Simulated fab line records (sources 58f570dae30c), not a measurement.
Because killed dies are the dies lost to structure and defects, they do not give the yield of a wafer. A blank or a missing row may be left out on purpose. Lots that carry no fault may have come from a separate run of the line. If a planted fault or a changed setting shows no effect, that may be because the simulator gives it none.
fab line records + flow berkeley_cmos170
record
- lots=13
- wafers=39
- last_day=12
route steps=331 shown PWELL@39 M3@312
lots that met no fault: taken from a fault-free run of the same line
start_h: start of the lot's first displayed wafer, in hours after the record's first day + wait_h: how many hours have passed since the lot's step before this one + " identical to the entry in the row above + L1.1+2: a single row standing in for several wafers + - no value, or no start was given + * or withheld: withheld + < > ~ a bound
route shown NAME@n: names a module that has steps shown in the file, with the first one's number in the route + usual: mean/standard deviation of fault-free wafers + same: alike in all rows + chamber/n: place in a boat + sites: each site's reading + _std_site: the standard deviation of these + _edge_site: outer sites' mean less inner sites' + radius_mm: how far each site lies from the wafer's centre + mask NAME#n: copy n + behind: tool/chamber where the wafer was last shaped + hold: the reason the lot was held/the length of the hold in hours/how it ended + device: the transistor (n, p or np) that didn't switch + end of line: tests of these same wafers at the route's end + a step without rows: its recipe alone + killed: not the wafer's yield, but the dies lost to structure and defects at the first sort + map: a wafer's dies, marking killed ones x, the rest . and places with no die _
set.NAME: setting as actually run; set.NAME@STEP: the setting as run at that earlier step + model.NAME: the simulator's own value behind a step, which no gauge read
one table for each step of the route and one row for each wafer, over a sample of lots
services: from which hour (start_h, from the record's first day; less than 0 if before it) a tool's chamber was out of use, for how many hours, and why
## steps
# step UCB170_PWELL_CVD_05
# recipe
- material=Si3N4
- target_thk_nm=220
- temp_c=800
- precursor=SiH2Cl2/NH3
- time_s=3300
- pressure_mtorr=200
- sih2cl2_flow_sccm=25
- nh3_flow_sccm=75
| lot.wafer  | tool     | chamber | start_h | wait_h |
|------------|----------|---------|---------|--------|
| L117.1+2+4 | lpcvd-01 | 1       | 57.51   | 0.8    |
| L118.1+2+6 | lpcvd-01 | 0       | 69.62   | 0.0    |
| L119.2+3+5 | lpcvd-01 | 0       | 69.62   | 0.0    |
| L121.1+3+6 | lpcvd-01 | 1       | 69.62   | 0.0    |
| L122.2+4+5 | lpcvd-02 | 0       | 84.12   | 0.0    |
| L123.3+5+6 | lpcvd-02 | 0       | 84.12   | 0.0    |
| L125.1+2+6 | lpcvd-02 | 0       | 96.66   | 0.9    |
| L130.2+4+5 | lpcvd-02 | 1       | 112.18  | 0.0    |
| L133.1+2+3 | lpcvd-01 | 1       | 143.03  | 0.0    |
| L136.3+4+6 | lpcvd-01 | 0       | 143.03  | 0.0    |
| L137.1+4+6 | lpcvd-02 | 1       | 156.29  | 1.5    |
| L138.3+4+5 | lpcvd-02 | 1       | 156.29  | 1.5    |
| L139.1+4+5 | lpcvd-02 | 1       | 156.29  | 1.5    |
# step UCB170_PWELL_THK_MEAS_06
# recipe
- reads=Si3N4_of_PWELL_CVD_05
# usual
- PWELL_NITRIDE_THK=221.1/2.1
| lot.wafer | tool          | chamber | start_h | wait_h | PWELL_NITRIDE_THK[nm] |
|-----------|---------------|---------|---------|--------|-----------------------|
| L117.1    | film_metro-04 | -       | 59.43   | 0.0    | 220.7                 |
| L117.2    | "             | -       | "       | "      | 220.6                 |
| L117.4    | "             | -       | "       | "      | 220.2                 |
| L119.2    | film_metro-02 | -       | 71.54   | 0.0    | 219.5                 |
| L119.3    | "             | -       | "       | "      | 218.8                 |
| L119.5    | "             | -       | "       | "      | 217.8                 |
| L118.1    | film_metro-04 | -       | 71.56   | 0.0    | 220.2                 |
| L118.2    | "             | -       | "       | "      | 220.9                 |
| L118.6    | "             | -       | "       | "      | 221.6                 |
| L121.1    | film_metro-02 | -       | 71.59   | 0.1    | 221.1                 |
| L121.3    | "             | -       | "       | "      | 221.7                 |
| L121.6    | "             | -       | "       | "      | 221.3                 |
| L122.2    | film_metro-02 | -       | 86.04   | 0.0    | 220.9                 |
| L122.4    | "             | -       | "       | "      | 221.6                 |
| L122.5    | "             | -       | "       | "      | 218.1                 |
| L123.3    | film_metro-04 | -       | 86.05   | 0.0    | 221.7                 |
| L123.5    | "             | -       | "       | "      | 220.5                 |
| L123.6    | "             | -       | "       | "      | 221.0                 |
| L125.1    | film_metro-04 | -       | 98.58   | 0.0    | 221.4                 |
| L125.2    | "             | -       | "       | "      | 221.1                 |
| L125.6    | "             | -       | "       | "      | 222.3                 |
| L130.2    | film_metro-02 | -       | 114.11  | 0.0    | 217.5                 |
| L130.4    | "             | -       | "       | "      | 216.6                 |
| L130.5    | "             | -       | "       | "      | 215.6                 |
| L133.1    | film_metro-02 | -       | 144.95  | 0.0    | 234.2                 |
| L133.2    | "             | -       | "       | "      | 234.4                 |
| L133.3    | "             | -       | "       | "      | 232.4                 |
| L136.3    | film_metro-04 | -       | 145.03  | 0.1    | 220.3                 |
| L136.4    | "             | -       | "       | "      | 219.2                 |
| L136.6    | "             | -       | "       | "      | 219.8                 |
| L139.1    | film_metro-04 | -       | 158.21  | 0.0    | 222.5                 |
| L139.4    | "             | -       | "       | "      | 221.0                 |
| L139.5    | "             | -       | "       | "      | 220.9                 |
| L138.3    | film_metro-03 | -       | 158.23  | 0.0    | 217.8                 |
| L138.4    | "             | -       | "       | "      | 219.6                 |
| L138.5    | "             | -       | "       | "      | 218.3                 |
| L137.1    | film_metro-04 | -       | 158.27  | 0.1    | 224.9                 |
| L137.4    | "             | -       | "       | "      | 224.2                 |
| L137.6    | "             | -       | "       | "      | 225.7                 |
# step UCB170_M3_THK_MEAS_03
# recipe
- thk_meas_gauge=xrf
- reads=Al_of_M3_SPUTTER_01
# usual
- M3_AL_THK=888/13
| lot.wafer | tool          | chamber | start_h | wait_h | M3_AL_THK[nm] |
|-----------|---------------|---------|---------|--------|---------------|
| L117.1    | film_metro-01 | -       | 181.94  | 0.1    | 884           |
| L117.2    | "             | -       | "       | "      | 895           |
| L117.4    | "             | -       | "       | "      | 905           |
| L118.1    | film_metro-03 | -       | 198.40  | 0.1    | 895           |
| L118.2    | "             | -       | "       | "      | 906           |
| L118.6    | "             | -       | "       | "      | 906           |
| L121.1    | film_metro-01 | -       | 199.63  | 0.1    | 881           |
| L121.3    | "             | -       | "       | "      | 871           |
| L121.6    | "             | -       | "       | "      | 879           |
| L123.3    | film_metro-02 | -       | 202.61  | 0.1    | 888           |
| L123.5    | "             | -       | "       | "      | 899           |
| L123.6    | "             | -       | "       | "      | 907           |
| L119.2    | film_metro-01 | -       | 203.39  | 0.1    | 882           |
| L119.3    | "             | -       | "       | "      | 883           |
| L119.5    | "             | -       | "       | "      | 893           |
| L122.2    | film_metro-02 | -       | 204.50  | 0.1    | 881           |
| L122.4    | "             | -       | "       | "      | 883           |
| L122.5    | "             | -       | "       | "      | 897           |
| L125.1    | film_metro-02 | -       | 232.71  | 0.1    | 854           |
| L125.2    | "             | -       | "       | "      | 873           |
| L125.6    | "             | -       | "       | "      | 879           |
| L130.2    | film_metro-03 | -       | 244.26  | 0.1    | 895           |
| L130.4    | "             | -       | "       | "      | 889           |
| L130.5    | "             | -       | "       | "      | 908           |
| L133.1    | film_metro-01 | -       | 263.37  | 0.1    | 910           |
| L133.2    | "             | -       | "       | "      | 884           |
| L133.3    | "             | -       | "       | "      | 887           |
| L136.3    | film_metro-01 | -       | 268.54  | 0.1    | 905           |
| L136.4    | "             | -       | "       | "      | 890           |
| L136.6    | "             | -       | "       | "      | 898           |
| L138.3    | film_metro-01 | -       | 278.80  | 0.1    | 874           |
| L138.4    | "             | -       | "       | "      | 891           |
| L138.5    | "             | -       | "       | "      | 882           |
| L139.1    | film_metro-03 | -       | 280.07  | 0.1    | 905           |
| L139.4    | "             | -       | "       | "      | 890           |
| L139.5    | "             | -       | "       | "      | 887           |
| L137.1    | film_metro-01 | -       | 280.80  | 0.1    | 892           |
| L137.4    | "             | -       | "       | "      | 878           |
| L137.6    | "             | -       | "       | "      | 890           |
## services
| tool     | chamber | start_h | hours | kind |
|----------|---------|---------|-------|------|
| lpcvd-02 | -       | 150.18  | 6.1   | pm   |
## key
first_sign
- step=UCB170_PWELL_THK_MEAS_06
- reading=PWELL_NITRIDE_THK
- direction=up
- sigmas=5.9
- usual=221.1
- struck=233.7
effect none on later readings
met_at UCB170_PWELL_CVD_05
struck_lots L133
struck_wafers L133.1,L133.2,L133.3
tester_left_out L133
not_acting_at UCB170_M3_THK_MEAS_03
onset_between 69.62 143.03
fault
- kind=process_parameter_drift
- tool=lpcvd-01
- chamber=1
- onset_h=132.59
- steps=UCB170_PWELL_CVD_05
- channel=time_s
- offset=*
- shape=step
- end_h=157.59
- acts_in=*
- stated=*
# tester_left_out: of these lots the tester's yield and bins aren't shown, on N5 and GAA mostly nor the transistor test; their killed dies are dies lost to structure and defects alone, not to doping, threshold or leakage, so they don't give the yield
